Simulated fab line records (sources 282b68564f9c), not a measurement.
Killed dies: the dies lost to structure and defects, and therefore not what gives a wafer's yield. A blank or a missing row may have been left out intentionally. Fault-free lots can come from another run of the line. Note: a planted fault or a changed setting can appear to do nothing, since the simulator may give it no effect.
fab line records | flow rit-cmos
record lots=6 wafers=18 last-day=7
route steps=202 shown PLDD@120 SPACER@125 NSD@131 M1@202
lots that met no fault: taken from a fault-free run of the same line
start-h: start of the lot's first displayed wafer, in hours after the record's first day | wait-h: how many hours have passed since the lot's step before this one | " same as the row above | L1.1+2: a row that stands for several wafers | - no value, or no start given | * or withheld: withheld | < > ~ a bound
route shown NAME@n: NAME is a module with steps in the file, n the number in the route of the first one | usual: mean/standard deviation taken from wafers without a fault | same: alike in all rows | chamber/n: place in a boat | sites: per-site readings | _std_site: the values' standard deviation | _edge_site: outer sites' mean less inner sites' | radius-mm: for every site, how far away it sits from the centre of the wafer | mask NAME#n: copy n | behind: tool/chamber where the wafer was last shaped | hold: cause of the lot's hold/its duration in hours/its outcome | device: transistor that didn't switch, given as n, p or np | end of line: the route-end tests of the same wafers | a step without rows: its recipe alone | killed: at the first sort, the dies lost to defects and structure; wafer yield is something else | map: per-die view of a wafer (x killed, . not killed, _ where there is no die)
set.NAME: the setting as run; set.NAME@STEP: as run at that earlier step | model.NAME: the simulator's own value behind a step, which no gauge read
lots at some steps of the route; a table a step, a row a wafer
services: a tool's chamber out of use, with start hour (start-h, from the record's first day; less than 0 if before it), hours out, and reason
## steps
# step RIT_PLDD_OVL_MEAS_06
# usual PLDD_OVL=-0.5/1.5
# columns lot.wafer tool chamber start-h wait-h PLDD_OVL[nm]
L998.1 overlay-01 - 48.61 - -0.3
L998.4 " - " " -2.2
L998.5 " - " " 0.2
L100.1 overlay-02 - 58.13 - -0.2
L100.4 " - " " 1.5
L100.6 " - " " 2.1
L110.1 overlay-01 - 112.08 - -1.9
L110.2 " - " " -1.5
L110.6 " - " " -1.3
L111.2 overlay-01 - 120.72 - -1.4
L111.3 " - " " -2.0
L111.4 " - " " 0.2
L112.3 overlay-01 - 127.10 - -1.2
L112.4 " - " " -1.6
L112.6 " - " " -0.1
L117.1 overlay-01 - 149.04 - -0.3
L117.4 " - " " -0.5
L117.6 " - " " 1.1
# step RIT_PLDD_HARDBAKE_07
# recipe resist=NOVOLAK temp-c=140 time-s=60
# step RIT_PLDD_IMPLANT_08
# recipe species=BF2 energy-kev=20 dose-cm2=9e+14 tilt-deg=7
# step RIT_PLDD_STRIP_09
# recipe chemistry=O2 time-s=180 resist=NOVOLAK platen-temp-c=withheld power-w=500 pressure-mtorr=4000 o2-flow-sccm=4000
# usual drypump-motor-current-A=6.0/0.32
# columns lot.wafer tool chamber start-h wait-h drypump-motor-current-A rf-hours-counter-h
L998.1 plasma-asher-04 1 48.95 0.1 5.8 43
L998.4 " 0 " " 5.9 -
L998.5 " 0 " " 5.9 -
L100.1 plasma-asher-04 0 58.47 0.1 5.9 44
L100.4 " 0 " " 5.9 -
L100.6 " 1 " " 5.7 -
L110.1 plasma-asher-01 0 112.41 0.1 6.5 31
L110.2 " 1 " " 6.0 31
L110.6 " 1 " " 6.0 -
L111.2 plasma-asher-03 0 121.05 0.1 5.4 0
L111.3 " 0 " " 5.4 -
L111.4 " 1 " " 6.5 -
L112.3 plasma-asher-01 1 127.48 0.1 6.0 -
L112.4 " 0 " " 6.5 -
L112.6 " 0 " " 6.5 -
L117.1 plasma-asher-04 1 149.37 0.1 5.8 53
L117.4 " 1 " " 5.8 -
L117.6 " 0 " " 5.9 -
# step RIT_PLDD_TW_MEAS_10
# usual PLDD_TW=2345/11
# columns lot.wafer tool chamber start-h wait-h PLDD_TW
L998.1 film-metro-01 - 49.12 0.1 2341
L998.4 " - " " 2322
L998.5 " - " " 2330
L100.1 film-metro-04 - 58.64 0.1 2324
L100.4 " - " " 2338
L100.6 " - " " 2331
L110.1 film-metro-02 - 112.59 0.1 2352
L110.2 " - " " 2358
L110.6 " - " " 2349
L111.2 film-metro-04 - 121.23 0.1 2366
L111.3 " - " " 2367
L111.4 " - " " 2362
L112.3 film-metro-02 - 127.62 0.1 2335
L112.4 " - " " 2328
L112.6 " - " " 2331
L117.1 film-metro-01 - 149.55 0.1 2345
L117.4 " - " " 2356
L117.6 " - " " 2339
# step RIT_SPACER_CLEAN_00
# recipe chemistry=SC1 mix=3:3:50 time-s=600 temp-c=75
# step RIT_SPACER_CLEAN_01
# recipe chemistry=dHF dilution=50:1 time-s=30
# step RIT_SPACER_CLEAN_02
# recipe chemistry=SC2 mix=3:3:50 time-s=600 temp-c=75 dry=n2-spin
# step RIT_SPACER_CVD_03
# recipe material=Si3N4 target-thk-nm=250 temp-c=810 precursor=SiH2Cl2/NH3 time-s=3300 pressure-mtorr=300 sih2cl2-flow-sccm=60 nh3-flow-sccm=150
# step RIT_SPACER_THK_MEAS_04
# recipe reads=Si3N4_of_SPACER_CVD_03
# usual SPACER_NITRIDE_THK=249.6/2
# columns lot.wafer tool chamber start-h wait-h SPACER_NITRIDE_THK[nm]
L998.1 film-metro-04 - 52.43 0.0 247.2
L998.4 " - " " 248.6
L998.5 " - " " 248.3
L100.1 film-metro-04 - 61.42 0.0 250.3
L100.4 " - " " 249.2
L100.6 " - " " 250.1
L110.1 film-metro-04 - 114.96 0.0 248.7
L110.2 " - " " 249.5
L110.6 " - " " 246.9
L111.2 film-metro-02 - 123.59 0.0 251.7
L111.3 " - " " 249.3
L111.4 " - " " 249.9
L112.3 film-metro-04 - 129.98 0.0 252.4
L112.4 " - " " 251.9
L112.6 " - " " 252.1
L117.1 film-metro-04 - 151.89 0.0 253.8
L117.4 " - " " 252.6
L117.6 " - " " 250.3
# step RIT_SPACER_ETCHBACK_05
# recipe target-depth-a=2500 SF6_flow_sccm=30 CHF3_flow_sccm=30 target=Si3N4 chemistry=SF6/CHF3 pressure-mtorr=40 rf-w=250 time-s=240 stop-on=SiO2
# usual drypump-motor-current-A=5.60/0.28 oes-product-au=0.848/0.0098 throttle-valve-pct=10.27/0.13
# columns lot.wafer tool chamber start-h wait-h drypump-motor-current-A oes-product-au rf-hours-counter-h throttle-valve-pct
L998.1 rie-diel-01 1 52.49 0.1 5.21 0.840 24 10.20
L998.4 " 0 " " 5.42 0.851 125 10.20
L998.5 " 1 " " 5.20 0.841 - 10.19
L100.1 rie-diel-02 2 61.48 0.1 6.29 0.847 158 10.12
L100.4 " 1 " " 5.63 0.847 151 10.53
L100.6 " 0 " " 5.76 0.844 - 10.09
L110.1 rie-diel-01 3 115.02 0.1 5.54 0.852 13 10.33
L110.2 " 1 " " 5.23 0.846 25 10.19
L110.6 " 3 " " 5.54 0.852 - 10.31
L111.2 rie-diel-01 3 123.64 0.0 5.55 0.863 13 10.31
L111.3 " 1 " " 5.20 0.850 25 10.20
L111.4 " 2 " " 5.51 0.853 0 10.38
L112.3 rie-diel-01 0 130.02 0.0 5.45 0.871 127 10.19
L112.4 " 1 " " 5.22 0.849 25 10.19
L112.6 " 0 " " 5.43 0.872 - 10.19
L117.1 rie-diel-01 2 151.95 0.1 5.57 0.862 1 10.40
L117.4 " 0 " " 5.42 0.876 127 10.19
L117.6 " 0 " " 5.44 0.861 - 10.20
# step RIT_NSD_HMDS_00
# recipe prime-time-s=60 prime-temp-c=140
# step RIT_NSD_COAT_01
# recipe resist=NOVOLAK spin-rpm=3250 resist-thk-nm=1000
# usual exhaust-pa=45.0/0.92 spin-speed-rpm=3249.8/2.1
# columns lot.wafer tool chamber start-h wait-h exhaust-pa spin-speed-rpm model.NOVOLAK_of_NSD_COAT_01.thk-nm
L998.1 litho-track-01 0 52.98 0.1 43.3 3252.5 1000
L998.4 " 0 " " 44.4 3254.0 999
L998.5 " 0 " " 44.7 3252.8 1002
L100.1 litho-track-03 0 61.78 0.1 45.4 3249.8 1006
L100.4 " 0 " " 45.2 3249.4 1007
L100.6 " 0 " " 46.3 3251.6 1002
L110.1 litho-track-03 0 115.32 0.1 45.0 3389.2 983.8
L110.2 " 0 " " 45.2 3383.8 985.4
L110.6 " 0 " " 46.9 3382.6 985
L111.2 litho-track-03 0 123.97 0.1 45.2 3384.0 981.6
L111.3 " 0 " " 44.2 3384.9 982.6
L111.4 " 0 " " 43.9 3388.0 984.5
L112.3 litho-track-01 0 130.37 0.1 45.0 3248.7 1002
L112.4 " 0 " " 44.9 3250.1 1001
L112.6 " 0 " " 44.2 3250.5 1003
L117.1 litho-track-02 0 152.25 0.1 45.6 3249.4 1002
L117.4 " 0 " " 43.3 3251.9 1001
L117.6 " 0 " " 44.4 3248.9 1001
# step RIT_NSD_SOFTBAKE_02
# recipe resist=NOVOLAK temp-c=90 time-s=60
# step RIT_NSD_EXPOSE_03
# recipe mask-id=M9 na=0.57 target-cd-nm=40700 dose-mj=250
# step RIT_NSD_PEB_04
# recipe resist=NOVOLAK temp-c=withheld time-s=withheld
# step RIT_NSD_DEVELOP_05
# recipe resist=NOVOLAK develop-time-s=50 dev-temp-c=23
# step RIT_NSD_OVL_MEAS_06
# usual NSD_OVL=0.0/1.4
# columns lot.wafer tool chamber start-h wait-h NSD_OVL[nm]
L998.1 overlay-01 - 53.80 - -2.1
L998.4 " - " " -1.9
L998.5 " - " " 0.4
L100.1 overlay-01 - 62.48 - -1.2
L100.4 " - " " -2.5
L100.6 " - " " -1.5
L110.1 overlay-01 - 116.02 - -0.9
L110.2 " - " " -1.5
L110.6 " - " " -2.0
L111.2 overlay-01 - 124.65 - -0.1
L111.3 " - " " -0.8
L111.4 " - " " -1.6
L112.3 overlay-01 - 131.03 - -1.6
L112.4 " - " " -1.4
L112.6 " - " " 0.1
L117.1 overlay-01 - 152.95 - -1.1
L117.4 " - " " -0.7
L117.6 " - " " 0.7
# step RIT_NSD_HARDBAKE_07
# recipe resist=NOVOLAK temp-c=140 time-s=60
# usual exhaust-pa=45.0/0.77 plate-temp-C=139.99/0.15
# columns lot.wafer tool chamber start-h wait-h exhaust-pa plate-temp-C model.NOVOLAK_of_NSD_COAT_01.thk-nm
L998.1 litho-track-03 0 54.02 0.2 45.1 140.05 884
L998.4 " 0 " " 45.0 140.00 882.8
L998.5 " 0 " " 45.9 140.01 885.1
L100.1 litho-track-03 0 62.52 0.0 46.0 140.14 888.8
L100.4 " 0 " " 44.2 140.00 889.5
L100.6 " 0 " " 44.4 140.18 885.7
L110.1 litho-track-02 0 116.06 0.0 43.7 140.20 869.6
L110.2 " 0 " " 43.5 140.17 871
L110.6 " 0 " " 43.4 139.65 870.6
L111.2 litho-track-02 0 124.71 0.0 43.9 140.11 867.6
L111.3 " 0 " " 45.1 139.99 868.5
L111.4 " 0 " " 43.7 139.98 870.2
L112.3 litho-track-01 0 131.10 0.1 46.6 140.15 885.1
L112.4 " 0 " " 46.1 139.89 884.3
L112.6 " 0 " " 45.2 139.86 886.4
L117.1 litho-track-02 0 152.99 0.0 44.7 140.01 885.6
L117.4 " 0 " " 45.4 140.01 884.4
L117.6 " 0 " " 45.8 140.00 884.6
# step RIT_NSD_IMPLANT_08
# recipe species=P energy-kev=25 dose-cm2=1e+15 tilt-deg=7
# step RIT_M1_PROBE_99
# usual killed-at-contacts=0.0/0.25 killed-at-front-end=6.6/2.7 killed-dies=6.7/2.7 killed-open=3.3/1.9 killed-short=3.4/1.9
# same gross-dies=264 killed_at_M0_to_M3=0 killed_at_M4_up=0 killed-at-back-side=0 killed-at-other=0
# columns lot.wafer tool chamber start-h wait-h killed-at-contacts killed-at-front-end killed-dies killed-open killed-short
L998.1 prober-02 - 63.81 0.1 0 9 9 4 5
L998.4 prober-02 - 63.96 0.2 0 8 8 2 6
L998.5 prober-02 - 64.01 0.2 0 5 5 1 4
L100.1 prober-02 - 73.67 0.1 0 3 3 0 3
L100.4 prober-02 - 73.82 0.2 0 5 5 3 2
L100.6 prober-02 - 73.92 0.2 0 10 10 7 3
L112.3 prober-02 - 144.20 0.2 0 11 11 5 6
L112.4 prober-02 - 144.25 0.2 0 12 12 8 4
L112.6 prober-02 - 144.35 0.2 0 8 8 4 4
L117.1 prober-02 - 165.60 0.1 0 5 5 1 4
L117.4 prober-02 - 165.75 0.2 0 5 5 1 4
L117.6 prober-02 - 165.85 0.2 0 7 7 1 6
# killed by level:class
L998.1 SILICIDE:geometric-particle:short=2 FOX1:geometric-particle:open=1 GATE:geometric-particle:open=1 GATE:geometric-particle:short=1 REOX:geometric-particle:open=1 REOX:geometric-particle:short=1 SPACER:geometric-particle:short=1 SPACER:geometric-particle:open=1
L998.4 FOX1:geometric-particle:short=2 SILICIDE:geometric-particle:short=2 FOX1:geometric-particle:open=1 FOX2:geometric-particle:short=1 GATE:geometric-particle:short=1 SILICIDE:geometric-particle:open=1
L998.5 GATE:geometric-particle:short=2 REOX:geometric-particle:short=1 SILICIDE:geometric-particle:open=1 SILICIDE:geometric-particle:short=1
L100.1 REOX:geometric-particle:short=2 SILICIDE:geometric-particle:short=1
L100.4 GATE:geometric-particle:open=2 GATE:geometric-particle:short=1 SPACER:geometric-particle:short=1 SILICIDE:geometric-particle:open=1
L100.6 SILICIDE:geometric-particle:open=3 GATE:geometric-particle:open=2 FOX1:geometric-particle:open=1 FOX1:geometric-particle:short=1 FOX2:geometric-particle:open=1 FOX2:geometric-particle:short=1 SPACER:geometric-particle:short=1
L112.3 GATE:geometric-particle:open=4 FOX1:geometric-particle:short=1 FOX2:geometric-particle:short=1 GATE:geometric-particle:short=1 REOX:geometric-particle:open=1 REOX:geometric-particle:short=1 SPACER:geometric-particle:short=1 SILICIDE:geometric-particle:short=1
L112.4 SPACER:geometric-particle:open=4 FOX1:geometric-particle:open=2 GATE:geometric-particle:short=2 FOX1:geometric-particle:short=1 GATE:geometric-particle:open=1 REOX:geometric-particle:open=1 SPACER:geometric-particle:short=1
L112.6 GATE:geometric-particle:short=3 GATE:geometric-particle:open=2 FOX1:geometric-particle:open=1 REOX:geometric-particle:short=1 REOX:geometric-particle:open=1
L117.1 SILICIDE:geometric-particle:short=2 FOX2:geometric-particle:short=1 GATE:geometric-particle:short=1 GATE:geometric-particle:open=1
L117.4 GATE:geometric-particle:short=2 FOX2:geometric-particle:short=1 REOX:geometric-particle:short=1 SILICIDE:geometric-particle:open=1
L117.6 GATE:geometric-particle:short=2 FOX2:geometric-particle:short=1 GATE:geometric-particle:open=1 REOX:geometric-particle:short=1 SILICIDE:geometric-particle:short=1 SPACER:geometric-particle:short=1
## services
# columns tool chamber start-h hours kind
rie-diel-02 2 47.65 11.6 repair
plasma-asher-03 - 56.69 2.8 pm
rie-diel-02 3 74.83 - clean
rie-diel-02 3 74.83 14.3 scheduled-down
rie-diel-02 3 74.83 14.3 vent-cycle
rie-diel-01 2 80.22 - clean
rie-diel-01 2 80.22 23.5 scheduled-down
rie-diel-01 2 80.22 23.5 vent-cycle
rie-diel-02 2 104.54 - clean
rie-diel-02 2 104.54 30.5 scheduled-down
rie-diel-02 2 104.54 30.5 vent-cycle
plasma-asher-03 - 108.75 9.0 pm
plasma-asher-03 0 108.75 9.0 vent-cycle
plasma-asher-03 1 108.75 9.0 vent-cycle
rie-diel-02 1 109.40 4.0 repair
plasma-asher-03 0 117.75 - clean
plasma-asher-03 1 117.75 - clean
rie-diel-01 2 132.48 1.5 repair
rie-diel-01 3 136.69 4.3 repair
rie-diel-02 1 137.78 - clean
rie-diel-02 1 137.78 12.7 scheduled-down
rie-diel-02 1 137.78 12.7 vent-cycle
plasma-asher-03 - 142.18 0.6 repair
## key
first-sign step=RIT_NSD_COAT_01 reading=spin-speed-rpm direction=up sigmas=65 usual=3249.8 struck=3385.4
effect none on later readings
model-effect step=RIT_NSD_COAT_01 value=NOVOLAK_of_NSD_COAT_01.thk-nm without=1004 struck=983.8
model-effect step=RIT_NSD_HARDBAKE_07 value=NOVOLAK_of_NSD_COAT_01.thk-nm without=887.2 struck=869.6
met-at RIT_NSD_COAT_01
struck-wafers L110.1,L110.2,L110.6,L111.2,L111.3,L111.4
tester-left-out L110,L111
onset-between 61.78 115.32
fault kind=process-parameter-drift tool=litho-track-03 chamber=- onset-h=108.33 steps=RIT_NSD_COAT_01 channel=spin-rpm offset=134.32 shape=step end-h=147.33 acts-in=these-recipes-only stated=3250
# tester-left-out: of these lots the tester's yield and bins aren't shown, on N5 and GAA mostly nor the transistor test; their killed dies are dies lost to structure and defects alone, not to doping, threshold or leakage, so they don't give the yield
